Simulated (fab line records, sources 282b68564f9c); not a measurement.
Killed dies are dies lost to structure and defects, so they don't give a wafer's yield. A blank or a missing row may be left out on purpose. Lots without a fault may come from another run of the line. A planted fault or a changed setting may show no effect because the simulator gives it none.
fab line records | flow rit_cmos
record lots=14 wafers=42 last_day=8
route steps=202 shown ACTIVE@14 NLDD@112 PLDD@117 M1@201
lots that met no fault: from a run of the same line without faults
start_h: hours from the record's first day to the start of the lot's first wafer shown | wait_h: hours since the lot's step before | " the same as in the row above | L1.1+2: a row that stands for several wafers | - no value, or no start given | * or withheld: withheld | < > ~ a bound
route shown NAME@n: a module of which the file shows steps, and the number in the route of the first | usual: mean/standard deviation of fault-free wafers | same: alike in all rows | chamber/n: place in a boat | sites: the reading at each site | _std_site: their standard deviation | _edge_site: outer sites' mean less inner sites' | radius_mm: how far each site lies from the wafer's centre | mask NAME#n: copy n | behind: the tool/chamber that last shaped the wafer | hold: why the lot was held/for how many hours/how that ended | device: the transistor (n, p or np) that didn't switch | end of line: the same wafers' tests at the end of the route | a step without rows: its recipe alone | killed: dies lost to structure and defects at the first sort, not the wafer's yield | map: a wafer's dies, x killed, . not, _ none there
set.NAME: the setting as run; set.NAME@STEP: as run at that earlier step | model.NAME: the simulator's own value behind a step, which no gauge read
steps of the route over a sample of lots; a table a step, a row a wafer
services: from which hour (start_h, from the record's first day; less than 0 if before it) a tool's chamber was out of use, for how many hours, and why
## steps
# step RIT_ACTIVE_ETCH_13
# recipe stop_on=SiO2 chemistry=SF6 target=Si3N4 time_s=210 over_etch_frac=0.4 SF6_flow_sccm=200 pressure_mtorr=260 rf_w=125 target_depth_a=2100
# usual drypump_motor_current_A=5.7/0.38 oes_product_au=0.829/0.011 throttle_valve_pct=7.48/0.12
# columns lot.wafer tool chamber start_h wait_h drypump_motor_current_A oes_product_au rf_hours_counter_h throttle_valve_pct
L342.1 rie_diel-04 0 15.89 0.1 5.6 0.833 8 7.61
L342.2 " 1 " " 5.5 0.823 117 7.44
L342.4 " 3 " " 5.8 0.832 39 7.62
L344.2 rie_diel-04 2 28.24 0.1 5.2 0.821 154 7.63
L344.3 " 0 " " 5.6 0.834 8 7.62
L344.6 " 2 " " 5.2 0.828 - 7.60
L345.1 rie_diel-04 1 31.52 0.1 5.6 0.829 117 7.44
L345.3 " 3 " " 5.9 0.832 40 7.62
L345.5 " 0 " " 5.6 0.830 - 7.62
L346.2 rie_diel-01 1 37.19 0.1 5.5 0.820 19 7.32
L346.3 " 0 " " 5.4 0.852 109 7.41
L346.6 " 3 " " 5.8 0.830 - 7.50
L354.3 rie_diel-02 0 76.73 0.1 5.5 0.815 160 7.57
L354.4 " 3 " " 6.0 0.839 8 7.47
L354.6 " 2 " " 5.8 0.809 - 7.30
L355.1 rie_diel-04 3 80.22 0.1 5.9 0.821 41 7.62
L355.2 " 2 " " 5.2 0.836 155 7.60
L355.3 " 1 " " 5.5 0.831 118 7.46
L357.4 rie_diel-04 3 90.89 0.1 5.9 0.825 41 7.63
L357.5 " 0 " " 5.6 0.831 - 7.62
L357.6 " 1 " " 5.5 0.835 - 7.45
L358.2 rie_diel-02 2 97.45 0.1 5.8 0.807 52 7.32
L358.5 " 2 " " 5.8 0.814 - 7.30
L358.6 " 3 " " 6.1 0.844 - 7.49
L359.1 rie_diel-01 1 102.34 0.1 5.6 0.822 20 7.34
L359.3 " 3 " " 5.8 0.824 133 7.51
L359.6 " 2 " " 6.7 0.833 - 7.30
L360.1 rie_diel-04 0 105.68 0.1 5.6 0.838 9 7.61
L360.2 " 2 " " 5.2 0.832 156 7.61
L360.4 " 1 " " 5.6 0.833 118 7.43
L361.1 rie_diel-01 2 110.87 0.1 6.7 0.824 44 7.30
L361.3 " 3 " " 5.8 0.820 133 7.49
L361.4 " 0 " " 5.4 0.852 110 7.42
L362.4 rie_diel-04 2 117.17 0.1 5.2 0.833 156 7.62
L362.5 " 0 " " 5.6 0.835 - 7.63
L362.6 " 3 " " 5.9 0.828 - 7.62
L363.1 rie_diel-02 3 129.05 0.1 6.0 0.836 9 7.49
L363.3 " 0 " " 5.5 0.808 0 7.57
L363.6 " 3 " " 6.0 0.835 - 7.50
L365.1 rie_diel-01 3 135.22 0.1 5.8 0.819 134 7.50
L365.2 " 0 " " 5.4 0.845 110 7.42
L365.5 " 0 " " 5.4 0.841 - 7.41
# step RIT_NLDD_STRIP_09
# recipe chemistry=O2 time_s=180 resist=NOVOLAK platen_temp_c=withheld power_w=500 pressure_mtorr=4000 o2_flow_sccm=4000
# usual drypump_motor_current_A=5.7/0.48
# columns lot.wafer tool chamber start_h wait_h drypump_motor_current_A rf_hours_counter_h
L342.1 plasma_asher-01 1 49.51 0.1 5.7 26
L342.2 " 0 " " 5.1 26
L342.4 " 0 " " 5.1 -
L344.2 plasma_asher-01 1 57.92 0.1 5.8 27
L344.3 " 1 " " 5.7 -
L344.6 " 1 " " 5.8 -
L345.1 plasma_asher-04 1 60.50 0.1 5.6 42
L345.3 " 0 " " 5.9 -
L345.5 " 0 " " 5.9 -
L346.2 plasma_asher-01 0 71.91 0.1 5.1 29
L346.3 " 1 " " 5.7 -
L346.6 " 1 " " 5.7 -
L354.3 plasma_asher-04 1 110.39 0.1 5.7 -
L354.4 " 0 " " 5.9 -
L354.6 " 1 " " 5.6 -
L355.1 plasma_asher-01 0 110.55 0.1 5.1 33
L355.2 " 1 " " 5.7 33
L355.3 " 0 " " 5.1 -
L357.4 plasma_asher-01 0 137.72 0.1 5.1 -
L357.5 " 0 " " 5.1 -
L357.6 " 1 " " 5.7 -
L358.2 plasma_asher-04 1 137.90 0.1 5.7 50
L358.5 " 0 " " 5.9 -
L358.6 " 1 " " 5.6 -
L359.1 plasma_asher-02 1 143.03 0.1 6.6 2
L359.3 " 0 " " 5.1 -
L359.6 " 0 " " 5.1 -
L360.1 plasma_asher-04 0 148.94 0.1 5.9 51
L360.2 " 1 " " 5.6 51
L360.4 " 1 " " 5.6 -
L361.1 plasma_asher-01 1 156.86 0.1 5.8 38
L361.3 " 0 " " 5.1 -
L361.4 " 1 " " 5.7 -
L362.4 plasma_asher-02 0 157.10 0.1 5.1 -
L362.5 " 1 " " 6.6 -
L362.6 " 0 " " 5.1 -
L363.1 plasma_asher-02 1 164.99 0.1 6.6 4
L363.3 " 1 " " 6.6 -
L363.6 " 0 " " 5.1 -
L365.1 plasma_asher-02 0 168.33 0.1 5.1 4
L365.2 " 1 " " 6.6 4
L365.5 " 0 " " 5.1 -
# step RIT_PLDD_EXPOSE_03
# recipe mask_id=M8 na=0.57 target_cd_nm=40900 dose_mj=250
# usual exposure_dose_mJ_cm2=249.99/0.25 focus_offset_nm=-0.1/0.47
# columns lot.wafer tool chamber start_h wait_h mask exposure_dose_mJ_cm2 focus_offset_nm
L342.1 iline_stepper-02 0 50.32 0.2 M8#0 249.98 -0.4
L342.2 " 0 " " M8#0 249.60 0.7
L342.4 " 0 " " M8#0 249.35 -0.4
L344.2 iline_stepper-02 - 58.75 0.2 M8#0 - -
L344.3 " - " " M8#0 - -
L344.6 " - " " M8#0 - -
L345.1 iline_stepper-01 - 61.31 0.2 M8#0 - -
L345.3 " - " " M8#0 - -
L345.5 " - " " M8#0 - -
L346.2 iline_stepper-02 0 72.73 0.2 M8#0 249.63 -0.2
L346.3 " 0 " " M8#0 249.65 -0.4
L346.6 " 0 " " M8#0 249.73 -0.3
L354.3 iline_stepper-02 0 111.05 0.1 M8#0 249.99 0.5
L354.4 " 0 " " M8#0 250.24 0.7
L354.6 " 0 " " M8#0 250.01 1.2
L355.1 iline_stepper-01 0 111.36 0.2 M8#0 250.24 -0.5
L355.2 " 0 " " M8#0 250.09 -0.7
L355.3 " 0 " " M8#0 249.90 -0.9
L357.4 iline_stepper-02 0 138.40 0.1 M8#0 250.05 0.5
L357.5 " 0 " " M8#0 249.74 0.0
L357.6 " 0 " " M8#0 250.11 -0.3
L358.2 iline_stepper-01 0 138.73 0.2 M8#0 249.48 -0.9
L358.5 " 0 " " M8#0 249.73 0.6
L358.6 " 0 " " M8#0 249.62 -0.5
L359.1 iline_stepper-01 0 143.72 0.1 M8#0 249.97 0.0
L359.3 " 0 " " M8#0 250.07 -0.2
L359.6 " 0 " " M8#0 250.14 -0.7
L360.1 iline_stepper-02 0 149.97 0.2 M8#0 250.19 0.0
L360.2 " 0 " " M8#0 250.14 0.1
L360.4 " 0 " " M8#0 250.08 -0.1
L361.1 iline_stepper-02 0 157.55 0.1 M8#0 249.67 0.2
L361.3 " 0 " " M8#0 249.80 -0.5
L361.4 " 0 " " M8#0 249.69 0.1
L362.4 iline_stepper-01 0 157.91 0.2 M8#0 249.65 -0.2
L362.5 " 0 " " M8#0 250.03 0.3
L362.6 " 0 " " M8#0 249.87 0.3
L363.1 iline_stepper-02 0 165.67 0.1 M8#0 250.01 -0.4
L363.3 " 0 " " M8#0 250.00 -0.3
L363.6 " 0 " " M8#0 249.94 -1.4
L365.1 iline_stepper-02 0 169.02 0.1 M8#0 249.84 0.2
L365.2 " 0 " " M8#0 250.11 0.2
L365.5 " 0 " " M8#0 250.08 0.6
# step RIT_M1_BOW_MEAS_16
# recipe mode=bow
# usual M1_BOW=17/6.9
# columns lot.wafer tool chamber start_h wait_h M1_BOW[um]
L342.1 film_metro-04 - 65.04 0.0 23
L342.2 " - " " 28
L342.4 " - " " 7
L344.2 film_metro-02 - 72.90 0.0 26
L344.3 " - " " 24
L344.6 " - " " 13
L345.1 film_metro-02 - 75.50 0.0 -3
L345.3 " - " " 9
L345.5 " - " " 19
L346.2 film_metro-02 - 88.41 0.0 23
L346.3 " - " " 31
L346.6 " - " " 13
L354.3 film_metro-04 - 125.23 0.0 19
L354.4 " - " " 13
L354.6 " - " " 13
L355.1 film_metro-02 - 126.69 0.0 6
L355.2 " - " " 23
L355.3 " - " " 16
L357.4 film_metro-04 - 152.76 0.1 23
L357.5 " - " " 24
L357.6 " - " " 11
L358.2 film_metro-04 - 154.79 0.0 8
L358.5 " - " " 22
L358.6 " - " " 20
L359.1 film_metro-01 - 159.32 0.0 16
L359.3 " - " " 16
L359.6 " - " " 25
L360.1 film_metro-02 - 165.02 0.0 13
L360.2 " - " " 22
L360.4 " - " " 18
L361.1 film_metro-04 - 171.85 0.0 15
L361.3 " - " " 16
L361.4 " - " " 14
L362.4 film_metro-01 - 174.05 0.1 15
L362.5 " - " " 29
L362.6 " - " " 10
L363.1 film_metro-04 - 180.61 0.0 3
L363.3 " - " " 26
L363.6 " - " " 8
L365.1 film_metro-01 - 184.56 0.0 15
L365.2 " - " " 22
L365.5 " - " " 14
## services
# columns tool chamber start_h hours kind
rie_diel-04 1 0.12 6.2 repair
plasma_asher-04 - 5.19 4.1 repair
iline_stepper-01 - 15.01 0.6 repair
iline_stepper-01 0 16.73 - calibration
rie_diel-04 - 48.21 0.6 repair
iline_stepper-02 - 61.37 1.7 pm
iline_stepper-01 - 83.57 13.7 repair
rie_diel-01 2 86.21 4.9 repair
iline_stepper-02 - 104.00 2.4 repair
iline_stepper-01 - 108.24 1.7 repair
plasma_asher-02 - 108.75 9.0 pm
plasma_asher-02 0 108.75 11.4 vent_cycle
plasma_asher-02 1 108.75 11.4 vent_cycle
iline_stepper-02 - 115.72 8.9 pm
plasma_asher-02 - 116.00 4.1 repair
rie_diel-04 2 118.80 - clean
rie_diel-04 2 118.80 17.5 scheduled_down
rie_diel-04 2 118.80 17.5 vent_cycle
rie_diel-01 2 127.52 1.4 repair
rie_diel-02 0 129.28 2.8 repair
iline_stepper-02 0 129.29 - calibration
rie_diel-01 - 129.32 0.4 repair
plasma_asher-01 - 132.24 3.4 repair
plasma_asher-02 - 149.27 3.2 repair
## key
first_sign step=RIT_PLDD_EXPOSE_03 reading=tool_record direction=missing
effect none on later readings
met_at RIT_PLDD_EXPOSE_03
struck_lots L344,L345
sort_left_out L344.2,L344.3,L344.6,L345.1,L345.3,L345.5
tester_left_out L344,L345
not_acting_at RIT_ACTIVE_ETCH_13,RIT_NLDD_STRIP_09,RIT_M1_BOW_MEAS_16
onset_between 50.32 58.75
fault kind=skipped_step_whole tool=iline_stepper-01,iline_stepper-02 chamber=- onset_h=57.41 steps=RIT_PLDD_EXPOSE_03 scope=struck_lots_only
# tester_left_out: of these lots the tester's yield and bins aren't shown, on N5 and GAA mostly nor the transistor test; their killed dies are dies lost to structure and defects alone, not to doping, threshold or leakage, so they don't give the yield
# sort_left_out: the simulated sort isn't trusted on such a fault, so these wafers' sort isn't shown, and their yield isn't known
